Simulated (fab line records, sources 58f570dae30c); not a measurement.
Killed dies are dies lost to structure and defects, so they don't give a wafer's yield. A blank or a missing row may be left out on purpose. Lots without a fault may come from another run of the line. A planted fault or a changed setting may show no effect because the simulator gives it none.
Which tool did it? | flow berkeley_cmos170 | 13 lots, 39 wafers sampled, at 6 steps of a route of 331

WHAT THE GAUGES READ, wafer by wafer
UCB170_V1_BOW_MEAS_03.
lot  | measured     | on            | V1_BOW (um)
L356 | day 7 07:57  | film_metro-02 | 15 17 21
L355 | day 7 08:13  | film_metro-03 | 29 20 20
L354 | day 7 07:55  | film_metro-01 | 5 14 20
L362 | day 9 12:47  | film_metro-03 | 17 15 18
L363 | day 9 12:30  | film_metro-02 | 26 12 14
L367 | day 10 01:09 | film_metro-02 | 21 20 22
L368 | day 10 07:11 | film_metro-01 | 23 19 6
L370 | day 10 21:49 | film_metro-03 | 21 26 17
L371 | day 11 12:45 | film_metro-03 | 22 17 16
L374 | day 11 19:37 | film_metro-01 | 17 20 18
L375 | day 11 19:38 | film_metro-03 | 19 14 17
L376 | day 12 14:42 | film_metro-03 | 24 21 22
L377 | day 12 15:18 | film_metro-03 | 17 7 15

UCB170_M2_RS_MEAS_02: measures by four-point-probe.
lot  | measured     | on            | M2_AL_RS (ohm/sq)
L356 | day 7 10:01  | film_metro-03 | 0.0319 0.0320 0.0318
L355 | day 7 10:51  | film_metro-04 | 0.0320 0.0320 0.0322
L354 | day 7 10:25  | film_metro-01 | 0.0323 0.0327 0.0326
L362 | day 9 15:12  | film_metro-01 | 0.0308 0.0317 0.0314
L363 | day 9 14:56  | film_metro-04 | 0.0322 0.0321 0.0320
L367 | day 10 03:16 | film_metro-04 | 0.0317 0.0318 0.0316
L368 | day 10 09:52 | film_metro-04 | 0.0324 0.0325 0.0324
L370 | day 10 23:50 | film_metro-03 | 0.0319 0.0320 0.0319
L371 | day 11 14:59 | film_metro-04 | 0.0320 0.0322 0.0322
L374 | day 11 21:40 | film_metro-03 | 0.0328 0.0327 0.0325
L375 | day 11 21:52 | film_metro-04 | 0.0318 0.0316 0.0318
L376 | day 12 16:46 | film_metro-01 | 0.0322 0.0321 0.0320
L377 | day 12 17:37 | film_metro-04 | 0.0317 0.0322 0.0320

UCB170_M2_THK_MEAS_03: measures by xrf.
lot  | measured     | on            | M2_AL_THK (nm)
L356 | day 7 10:06  | film_metro-03 | 914 911 915
L355 | day 7 10:58  | film_metro-04 | 894 902 892
L354 | day 7 10:32  | film_metro-01 | 878 872 872
L362 | day 9 15:19  | film_metro-01 | 931 903 907
L363 | day 9 15:03  | film_metro-04 | 890 903 895
L367 | day 10 03:23 | film_metro-04 | 908 906 913
L368 | day 10 09:58 | film_metro-04 | 893 884 889
L370 | day 10 23:58 | film_metro-03 | 907 909 911
L371 | day 11 15:06 | film_metro-04 | 895 902 896
L374 | day 11 21:47 | film_metro-03 | 887 887 892
L375 | day 11 21:58 | film_metro-04 | 908 912 915
L376 | day 12 16:53 | film_metro-01 | 893 895 897
L377 | day 12 17:44 | film_metro-04 | 904 898 898

WHICH TOOL RAN EACH LOT (tool, then ch and the chambers of the sampled wafers, then the start)
lot  | UCB170_M1_SPUTTER_00         | UCB170_M1_ETCH_11                  | UCB170_M2_SPUTTER_01
L356 | pvd_sputter-01, day 6 22:52  | rie_diel-02 ch 0,1, day 7 00:49    | pvd_sputter-02, day 7 09:52
L355 | pvd_sputter-04, day 6 23:02  | rie_diel-04 ch 0,1,3, day 7 00:55  | pvd_sputter-04, day 7 10:40
L354 | pvd_sputter-01, day 7 01:07  | rie_diel-04 ch 0,1,3, day 7 02:37  | pvd_sputter-03, day 7 10:20
L362 | pvd_sputter-03, day 9 04:32  | rie_diel-01 ch 0,1,2, day 9 06:14  | pvd_sputter-04, day 9 15:07
L363 | pvd_sputter-01, day 9 04:32  | rie_diel-04 ch 0,2, day 9 06:07    | pvd_sputter-04, day 9 14:50
L367 | pvd_sputter-03, day 9 19:38  | rie_diel-04 ch 1,2,3, day 9 21:32  | pvd_sputter-02, day 10 03:11
L368 | pvd_sputter-04, day 10 01:20 | rie_diel-04 ch 1,2,3, day 10 02:50 | pvd_sputter-03, day 10 09:44
L370 | pvd_sputter-04, day 10 16:03 | rie_diel-02 ch 1,3, day 10 17:30   | pvd_sputter-02, day 10 23:45
L371 | pvd_sputter-04, day 11 07:18 | rie_diel-04 ch 1,2,3, day 11 09:19 | pvd_sputter-02, day 11 14:53
L374 | pvd_sputter-01, day 11 11:44 | rie_diel-04 ch 0,1,2, day 11 13:01 | pvd_sputter-03, day 11 21:35
L375 | pvd_sputter-04, day 11 12:53 | rie_diel-02 ch 0,2, day 11 14:20   | pvd_sputter-02, day 11 21:46
L376 | pvd_sputter-03, day 12 06:48 | rie_diel-01 ch 0,2,3, day 12 08:35 | pvd_sputter-04, day 12 16:40
L377 | pvd_sputter-04, day 12 07:13 | rie_diel-04 ch 0,2,3, day 12 09:08 | pvd_sputter-04, day 12 17:31
- UCB170_M1_SPUTTER_00: material Al, target thk 600 nm, time 80 s.
- UCB170_M1_ETCH_11: etches BARC in N2/H2.
- UCB170_M2_SPUTTER_01: material Al, target thk 900 nm, time 120 s.

WHAT THE TOOLS THEMSELVES READ (means of the sampled wafers that have a number; where no wafer has one, the mark that the record gives instead)
UCB170_M1_SPUTTER_00.
lot  | tool           | throttle_valve_pct (%)
L356 | pvd_sputter-01 | 30.4
L355 | pvd_sputter-04 | 30.5
L354 | pvd_sputter-01 | 30.0
L362 | pvd_sputter-03 | 30.7
L363 | pvd_sputter-01 | 30.9
L367 | pvd_sputter-03 | 30.8
L368 | pvd_sputter-04 | 30.8
L370 | pvd_sputter-04 | 30.6
L371 | pvd_sputter-04 | 31.1
L374 | pvd_sputter-01 | 30.3
L375 | pvd_sputter-04 | 31.2
L376 | pvd_sputter-03 | 29.8
L377 | pvd_sputter-04 | 31.8

UCB170_M1_ETCH_11.
lot  | tool        | bias_w (W) | drypump_motor_current_A (A) | oes_product_au (a.u.) | throttle_valve_pct (%)
L356 | rie_diel-02 | 100.2      | 5.9                         | 1.024                 | 13.34
L355 | rie_diel-04 | 99.9       | 5.8                         | 1.033                 | 13.35
L354 | rie_diel-04 | 100.3      | 5.8                         | 1.033                 | 13.37
L362 | rie_diel-01 | 100.0      | 6.1                         | 1.013                 | 13.25
L363 | rie_diel-04 | 100.5      | 5.6                         | 0.993                 | 13.21
L367 | rie_diel-04 | 99.9       | 5.9                         | 1.013                 | 13.27
L368 | rie_diel-04 | 99.9       | 5.9                         | 1.019                 | 13.27
L370 | rie_diel-02 | 99.8       | 5.8                         | 1.025                 | 13.29
L371 | rie_diel-04 | 100.0      | 5.9                         | 1.022                 | 13.27
L374 | rie_diel-04 | 100.1      | 5.9                         | 1.004                 | 13.27
L375 | rie_diel-02 | 99.8       | 5.3                         | 1.007                 | 13.49
L376 | rie_diel-01 | 100.1      | 5.8                         | 1.000                 | 13.17
L377 | rie_diel-04 | 99.7       | 5.7                         | 1.011                 | 13.22

UCB170_M2_SPUTTER_01.
lot  | tool           | throttle_valve_pct (%)
L356 | pvd_sputter-02 | 29.9
L355 | pvd_sputter-04 | 30.7
L354 | pvd_sputter-03 | 30.6
L362 | pvd_sputter-04 | 30.6
L363 | pvd_sputter-04 | 31.4
L367 | pvd_sputter-02 | 28.5
L368 | pvd_sputter-03 | 29.9
L370 | pvd_sputter-02 | 29.9
L371 | pvd_sputter-02 | 30.8
L374 | pvd_sputter-03 | 30.6
L375 | pvd_sputter-02 | 28.9
L376 | pvd_sputter-04 | 30.0
L377 | pvd_sputter-04 | 30.0

THE ANSWER, worked out from the rows above alone
Rule: what is usual is taken from the lots themselves. Put in order of their means at a reading, lots are off if they are a third of the lots or fewer, leave a main group of 4 or more, and stand apart from it by a gap of 3 or more times the standard deviation of the main group's means; of several such gaps the widest counts. A main group whose means are all the same, to the digits that the tables above print for the reading, isn't used. A lot without any number at a reading at which 4 lots or more have one is off too. The other lots that the step has rows for count as sound. The gauges are gone through in route order, then the tools' own readings, and for those a lot's mean is taken as printed above. The first step at which some lot is off is used, and at that step the reading that is off furthest; a lot without a number counts as furthest.
No lot is off at any reading shown: from this, nothing can be told.

WHAT THE SIMULATOR HAD PUT IN
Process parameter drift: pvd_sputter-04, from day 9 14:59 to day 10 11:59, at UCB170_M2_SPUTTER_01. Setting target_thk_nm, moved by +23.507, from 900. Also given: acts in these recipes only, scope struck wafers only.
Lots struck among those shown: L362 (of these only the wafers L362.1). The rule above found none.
